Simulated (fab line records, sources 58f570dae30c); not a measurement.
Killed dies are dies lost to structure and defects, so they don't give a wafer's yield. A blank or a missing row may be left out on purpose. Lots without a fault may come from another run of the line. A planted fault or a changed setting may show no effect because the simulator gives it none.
Split-lot experiment | flow berkeley_cmos170 | 5 lots, 23 wafers read, on a route of 331 steps

THE SPLIT
At UCB170_SILICIDE_SPUTTER_01 (material Ti, target thk 30 nm, time 25 s), the setting time_s was moved away from the recipe's 25 s on 4 of the 23 wafers read, by -6.8% to +10.6%. The other wafers ran this setting at the recipe's value.

FROM THE SPLIT TO THE READING: what the file shows between them, 1 step
- UCB170_SILICIDE_RS_MEAS_02: measures by four-point-probe

THE READING
SILICIDE_TI_THK, in nm, at UCB170_SILICIDE_THK_MEAS_03 (measures by xrf). Fault-free wafers of this fab line usually give 30.2 nm, standard deviation 0.33 nm.

wafer  | tool, chamber at the split | time_s as run, s | against the recipe | SILICIDE_TI_THK, nm | against lot-mates on the recipe
L074.1 | pvd_sputter-01, -          | 25               | recipe             | 30.2                | -
L074.2 | pvd_sputter-01, -          | 25               | recipe             | 30.2                | -
L074.3 | pvd_sputter-01, -          | 25               | recipe             | 30.3                | -
L074.4 | pvd_sputter-01, -          | 25               | recipe             | 30.6                | -
L074.5 | pvd_sputter-01, -          | 25               | recipe             | 30.5                | -
L077.1 | pvd_sputter-01, -          | 25               | recipe             | 30.4                | -
L077.2 | pvd_sputter-01, -          | 25               | recipe             | 30.5                | -
L077.3 | pvd_sputter-01, -          | 25               | recipe             | 30.5                | -
L077.4 | pvd_sputter-01, -          | 25               | recipe             | 30.5                | -
L077.5 | pvd_sputter-01, -          | 25               | recipe             | 30.5                | -
L079.2 | pvd_sputter-01, -          | 25               | recipe             | 30.1                | -
L079.4 | pvd_sputter-01, -          | 25               | recipe             | 30.3                | -
L079.5 | pvd_sputter-01, -          | 25               | recipe             | 30.4                | -
L078.2 | pvd_sputter-04, -          | 25               | recipe             | 30.8                | -
L078.3 | pvd_sputter-04, -          | 27.64            | +10.6%             | 34.0                | +3.6
L078.4 | pvd_sputter-04, -          | 25               | recipe             | 29.9                | -
L078.5 | pvd_sputter-04, -          | 25               | recipe             | 30.6                | -
L078.6 | pvd_sputter-04, -          | 27.64            | +10.6%             | 34.1                | +3.7
L083.1 | pvd_sputter-01, -          | 25               | recipe             | 30.0                | -
L083.2 | pvd_sputter-01, -          | 23.3             | -6.8%              | 28.1                | -2.0
L083.3 | pvd_sputter-01, -          | 25               | recipe             | 30.3                | -
L083.4 | pvd_sputter-01, -          | 23.3             | -6.8%              | 28.2                | -1.9
L083.6 | pvd_sputter-01, -          | 25               | recipe             | 30.0                | -

THE FIT
A straight line over all 23 wafers: SILICIDE_TI_THK changes by +0.342 nm for each +1% of time_s; r = +0.99; the points scatter about the line by 0.22 nm.
The same after taking each lot's own level away (the mean of its wafers on the recipe; 23 wafers): +0.325 nm for each +1%; r = +0.99; scatter 0.2 nm.
On that fit, the largest move of time_s shifts the reading by 3.4 nm.
The lots' own levels span 30.10 to 30.48 nm, that is 1.2 times the standard deviation above.
So the lot-to-lot level changes the slope little: the two slopes agree.
Check: with one of the wafers moved furthest among these (+10.6%) left out of the fit, the line predicts +3.42 nm for it against its lot-mates. It came out at +3.57 nm against them.

OTHER SPLITS ON THESE WAFERS
These wafers also went through other splits before the reading. Each is held against what the fit with the lots' levels taken away leaves over:
other split on the same wafers | wafers away from the commonest value | r with SILICIDE_TI_THK (lot level and that fit taken away)
UCB170_NSD_PEB_04 peb_temp_c   | 6                                    | +0.01

THE WHOLE CHAIN: every reading that the file lists as answering this split, in the file's order
step                        | what it does                             | reading                                                                           | change (the file's fit)               | r (the file's)
UCB170_SILICIDE_SPUTTER_01  | material Ti, target thk 30 nm, time 25 s | Ti_of_SILICIDE_SPUTTER_01.thk_nm (the simulator's own value, which no gauge read) | +0.313 nm for each +1% of the setting | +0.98
UCB170_SILICIDE_RS_MEAS_02  | measures by four-point-probe             | SILICIDE_TI_RS                                                                    | -0.298 for each +1% of the setting    | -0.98
UCB170_SILICIDE_THK_MEAS_03 | measures by xrf                          | SILICIDE_TI_THK                                                                   | +0.325 for each +1% of the setting    | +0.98

THE FILE'S OWN FIT
SILICIDE_TI_THK changes by +0.325 nm for each +1% of time_s, r = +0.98.
